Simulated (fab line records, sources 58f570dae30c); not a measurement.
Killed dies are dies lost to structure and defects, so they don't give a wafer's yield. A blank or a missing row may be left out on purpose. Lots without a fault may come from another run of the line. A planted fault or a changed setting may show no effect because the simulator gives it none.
Which tool did it? | flow berkeley_cmos170 | 15 lots, 45 wafers sampled, at 6 steps of a route of 331

WHAT THE GAUGES READ, wafer by wafer
UCB170_NSD_OVL_MEAS_07. Usual: NSD_OVL -1 nm, standard deviation 5.5.
lot  | measured     | on         | NSD_OVL (nm) | flag
L974 | day 8 04:03  | overlay-02 | 3 1 -1       |
L977 | day 8 15:59  | overlay-02 | 7 6 12       |
L976 | day 8 16:32  | overlay-01 | 2 -6 -3      |
L980 | day 8 16:44  | overlay-02 | -10 -1 -9    |
L981 | day 9 06:35  | overlay-01 | -14 -17 0    |
L982 | day 10 02:16 | overlay-02 | -10 0 -1     |
L987 | day 10 14:13 | overlay-01 | 1 -3 -4      |
L988 | day 10 14:21 | overlay-02 | 4 4 -2       |
L990 | day 11 15:34 | overlay-02 | -11 -6 -3    |
L992 | day 11 15:50 | overlay-02 | 2 -3 -10     |
L993 | day 12 09:05 | overlay-02 | -6 5 -1      |
L994 | day 12 20:47 | overlay-02 | 1 -5 5       |
L996 | day 13 02:05 | overlay-02 | 5 6 7        |
L995 | day 13 02:32 | overlay-01 | 0 2 -5       |
L997 | day 13 12:43 | overlay-01 | -4 1 -5      |

UCB170_NSD_TW_MEAS_10. Usual: NSD_TW 4205, standard deviation 54.
lot  | measured     | on            | NSD_TW         | flag
L974 | day 8 04:20  | film_metro-04 | 4276 4284 4285 |
L977 | day 8 16:17  | film_metro-04 | 4280 4280 4264 |
L976 | day 8 16:50  | film_metro-02 | 4144 4146 4149 |
L980 | day 8 17:02  | film_metro-04 | 4264 4287 4264 |
L981 | day 9 06:52  | film_metro-01 | 4135 4134 4135 |
L982 | day 10 02:33 | film_metro-01 | 4167 4159 4158 |
L987 | day 10 14:32 | film_metro-01 | 4171 4188 4173 |
L988 | day 10 14:39 | film_metro-04 | 4249 4239 4269 |
L990 | day 11 15:50 | film_metro-02 | 4189 4179 4184 |
L992 | day 11 16:08 | film_metro-01 | 4133 4133 4130 |
L993 | day 12 09:23 | film_metro-02 | 4137 4177 4183 |
L994 | day 12 21:04 | film_metro-04 | 4280 4259 4236 |
L996 | day 13 02:22 | film_metro-02 | 4174 4184 4185 |
L995 | day 13 02:50 | film_metro-02 | 4170 4195 4183 |
L997 | day 13 13:00 | film_metro-02 | 4167 4167 4181 |

UCB170_M1_RS_MEAS_01: measures by four-point-probe. Usual: M1_AL_RS 0.0485 ohm/sq, standard deviation 0.00064.
lot  | measured     | on            | M1_AL_RS (ohm/sq)    | flag
L974 | day 8 12:19  | film_metro-02 | 0.0487 0.0491 0.0490 |
L977 | day 8 23:07  | film_metro-02 | 0.0479 0.0479 0.0483 |
L976 | day 9 01:11  | film_metro-04 | 0.0481 0.0495 0.0475 |
L980 | day 9 02:05  | film_metro-01 | - - -                | OFF
L981 | day 9 15:01  | film_metro-04 | - - -                | OFF
L982 | day 10 10:26 | film_metro-01 | - - -                | OFF
L987 | day 10 21:18 | film_metro-01 | 0.0481 0.0487 0.0479 |
L988 | day 11 01:02 | film_metro-01 | 0.0485 0.0483 0.0480 |
L990 | day 12 01:14 | film_metro-04 | 0.0495 0.0481 0.0478 |
L992 | day 12 00:59 | film_metro-01 | 0.0483 0.0483 0.0483 |
L993 | day 12 22:25 | film_metro-02 | 0.0479 0.0475 0.0481 |
L994 | day 13 07:05 | film_metro-01 | 0.0488 0.0485 0.0485 |
L996 | day 13 08:53 | film_metro-01 | 0.0487 0.0483 0.0483 |
L995 | day 13 10:52 | film_metro-02 | 0.0484 0.0487 0.0484 |
L997 | day 13 20:22 | film_metro-02 | 0.0493 0.0481 0.0481 |

UCB170_M1_THK_MEAS_02: measures by xrf. Usual: M1_AL_THK 598 nm, standard deviation 9.
lot  | measured     | on            | M1_AL_THK (nm) | flag
L974 | day 8 12:25  | film_metro-02 | 596 593 595    |
L977 | day 8 23:14  | film_metro-02 | 605 605 602    |
L976 | day 9 01:19  | film_metro-04 | 609 591 615    |
L980 | day 9 02:12  | film_metro-01 | <0 <0 <0       | OFF
L981 | day 9 15:07  | film_metro-04 | <1 <1 <1       | OFF
L982 | day 10 10:33 | film_metro-01 | <0 <0 <0       | OFF
L987 | day 10 21:25 | film_metro-01 | 597 589 601    |
L988 | day 11 01:08 | film_metro-01 | 592 594 599    |
L990 | day 12 01:21 | film_metro-04 | 591 608 609    |
L992 | day 12 01:05 | film_metro-01 | 594 596 594    |
L993 | day 12 22:31 | film_metro-02 | 609 613 608    |
L994 | day 13 07:12 | film_metro-01 | 593 591 594    |
L996 | day 13 09:00 | film_metro-01 | 589 598 595    |
L995 | day 13 10:58 | film_metro-02 | 604 600 601    |
L997 | day 13 20:29 | film_metro-02 | 590 606 609    |

WHICH TOOL RAN EACH LOT (tool, then ch and the chambers of the sampled wafers, then the start)
lot  | UCB170_CONTACT_ETCH_17             | UCB170_M1_SPUTTER_00
L974 | rie_diel-02 ch 0,2, day 8 11:32    | pvd_sputter-04, day 8 12:13
L977 | rie_diel-02 ch 0,2,3, day 8 22:30  | pvd_sputter-04, day 8 23:04
L976 | rie_diel-02 ch 0,1,3, day 9 00:33  | pvd_sputter-04, day 9 01:07
L980 | rie_diel-04 ch 0,1,2, day 9 01:27  | pvd_sputter-04, day 9 02:01
L981 | rie_diel-04 ch 0,1,2, day 9 14:19  | pvd_sputter-01, day 9 14:54
L982 | rie_diel-01 ch 0,2,3, day 10 09:07 | pvd_sputter-04, day 10 10:22
L987 | rie_diel-01 ch 0,2, day 10 20:37   | pvd_sputter-04, day 10 21:14
L988 | rie_diel-04 ch 2,3, day 10 23:46   | pvd_sputter-04, day 11 00:55
L990 | rie_diel-02 ch 1,3, day 12 00:37   | pvd_sputter-04, day 12 01:10
L992 | rie_diel-04 ch 0,1,2, day 12 00:20 | pvd_sputter-01, day 12 00:54
L993 | rie_diel-04 ch 0,1,2, day 12 21:46 | pvd_sputter-02, day 12 22:19
L994 | rie_diel-01 ch 0,2,3, day 13 06:27 | pvd_sputter-04, day 13 07:01
L996 | rie_diel-02 ch 0,1,3, day 13 08:15 | pvd_sputter-02, day 13 08:49
L995 | rie_diel-04 ch 0,1,3, day 13 10:13 | pvd_sputter-01, day 13 10:47
L997 | rie_diel-01 ch 0,1,3, day 13 19:45 | pvd_sputter-04, day 13 20:19
- UCB170_CONTACT_ETCH_17: etches BARC in N2/H2.
- UCB170_M1_SPUTTER_00: material Al, target thk 600 nm, time 80 s.

WHAT THE TOOLS THEMSELVES READ (means of the sampled wafers that have a number; where no wafer has one, the mark that the record gives instead)
UCB170_CONTACT_ETCH_17. Usual: bias_w 99.99 W, standard deviation 0.3; chamber_pressure_mTorr 30.003 mTorr, standard deviation 0.025; drypump_motor_current_A 5.8 A, standard deviation 0.51; h2_flow_sccm 200.1 sccm, standard deviation 0.55; oes_product_au 1.009 a.u., standard deviation 0.019; throttle_valve_pct 13.36 %, standard deviation 0.17.
lot  | tool        | bias_w (W) | chamber_pressure_mTorr (mTorr) | drypump_motor_current_A (A) | h2_flow_sccm (sccm) | oes_product_au (a.u.) | throttle_valve_pct (%) | flag
L974 | rie_diel-02 | 100.13     | 29.989                         | 6.2                         | 200.2               | 1.003                 | 13.47                  |
L977 | rie_diel-02 | 100.08     | 30.027                         | 5.8                         | 200.1               | 1.003                 | 13.44                  |
L976 | rie_diel-02 | 99.92      | 29.982                         | 5.4                         | 200.4               | 1.006                 | 13.37                  |
L980 | rie_diel-04 | 99.79      | 30.017                         | 5.4                         | 200.2               | 1.006                 | 13.34                  |
L981 | rie_diel-04 | 99.57      | 30.023                         | 5.4                         | 200.3               | 1.009                 | 13.35                  |
L982 | rie_diel-01 | 100.04     | 29.982                         | 5.8                         | 200.1               | 0.995                 | 13.27                  |
L987 | rie_diel-01 | 99.97      | 29.995                         | 5.9                         | 200.4               | 0.991                 | 13.38                  |
L988 | rie_diel-04 | 100.23     | 30.011                         | 6.3                         | 199.8               | 1.007                 | 13.40                  |
L990 | rie_diel-02 | 100.01     | 30.021                         | 5.4                         | 200.0               | 1.033                 | 13.45                  |
L992 | rie_diel-04 | 100.18     | 30.021                         | 5.4                         | 199.9               | 1.002                 | 13.33                  |
L993 | rie_diel-04 | 99.92      | 30.013                         | 5.4                         | 200.1               | 1.004                 | 13.34                  |
L994 | rie_diel-01 | 99.99      | 29.993                         | 5.8                         | 200.3               | 0.998                 | 13.28                  |
L996 | rie_diel-02 | 100.22     | 30.008                         | 5.4                         | 200.2               | 1.018                 | 13.37                  |
L995 | rie_diel-04 | 99.98      | 29.998                         | 5.6                         | 200.5               | 1.006                 | 13.35                  |
L997 | rie_diel-01 | 100.39     | 30.031                         | 5.7                         | 199.7               | 1.009                 | 13.20                  |

UCB170_M1_SPUTTER_00. Usual: cathode_dc_power_W 6000.1 W, standard deviation 1.1; chamber_pressure_pa 0.5000 Pa, standard deviation 0.001; throttle_valve_pct 30.2 %, standard deviation 1.2.
lot  | tool           | cathode_dc_power_W (W) | chamber_pressure_pa (Pa) | throttle_valve_pct (%) | flag
L974 | pvd_sputter-04 | 6000.4                 | 0.5002                   | 31.5                   |
L977 | pvd_sputter-04 | 5999.4                 | 0.5000                   | 30.7                   |
L976 | pvd_sputter-04 | 6000.1                 | 0.5006                   | 30.7                   |
L980 | pvd_sputter-04 | -                      | -                        | -                      | OFF
L981 | pvd_sputter-01 | -                      | -                        | -                      | OFF
L982 | pvd_sputter-04 | -                      | -                        | -                      | OFF
L987 | pvd_sputter-04 | 6000.6                 | 0.5002                   | 30.9                   |
L988 | pvd_sputter-04 | 5999.8                 | 0.5001                   | 30.9                   |
L990 | pvd_sputter-04 | 6001.2                 | 0.5005                   | 30.5                   |
L992 | pvd_sputter-01 | 6000.1                 | 0.4993                   | 29.2                   |
L993 | pvd_sputter-02 | 5999.9                 | 0.4992                   | 29.5                   |
L994 | pvd_sputter-04 | 6000.4                 | 0.4999                   | 30.0                   |
L996 | pvd_sputter-02 | 6000.5                 | 0.4996                   | 29.8                   |
L995 | pvd_sputter-01 | 6000.8                 | 0.5007                   | 29.2                   |
L997 | pvd_sputter-04 | 5999.6                 | 0.4998                   | 30.6                   |

THE ANSWER, worked out from the rows above alone
Rule: a lot is off if the mean of its wafers that have a number lies more than 3 standard deviations from the usual mean. A lot without any number at a reading at which 4 lots or more have one is off too. The other lots that the step has rows for count as sound. The gauges are gone through in route order, then the tools' own readings, and for those a lot's mean is taken as printed above. The first step at which some lot is off is used, and at that step the reading that is off furthest; a lot without a number counts as furthest.
Off: L980, L981, L982, at UCB170_M1_RS_MEAS_01 (M1_AL_RS). Without a number there: L980, L981, L982.
A tool fits if, at a process step before that reading, it ran every lot that is off, and no sound lot after the first of them. The gauges at UCB170_M1_RS_MEAS_01 aren't tried: what is off there is off at UCB170_M1_SPUTTER_00 too, on other tools, and a gauge's error can't cause that. None of those tried fits.

WHAT THE SIMULATOR HAD PUT IN
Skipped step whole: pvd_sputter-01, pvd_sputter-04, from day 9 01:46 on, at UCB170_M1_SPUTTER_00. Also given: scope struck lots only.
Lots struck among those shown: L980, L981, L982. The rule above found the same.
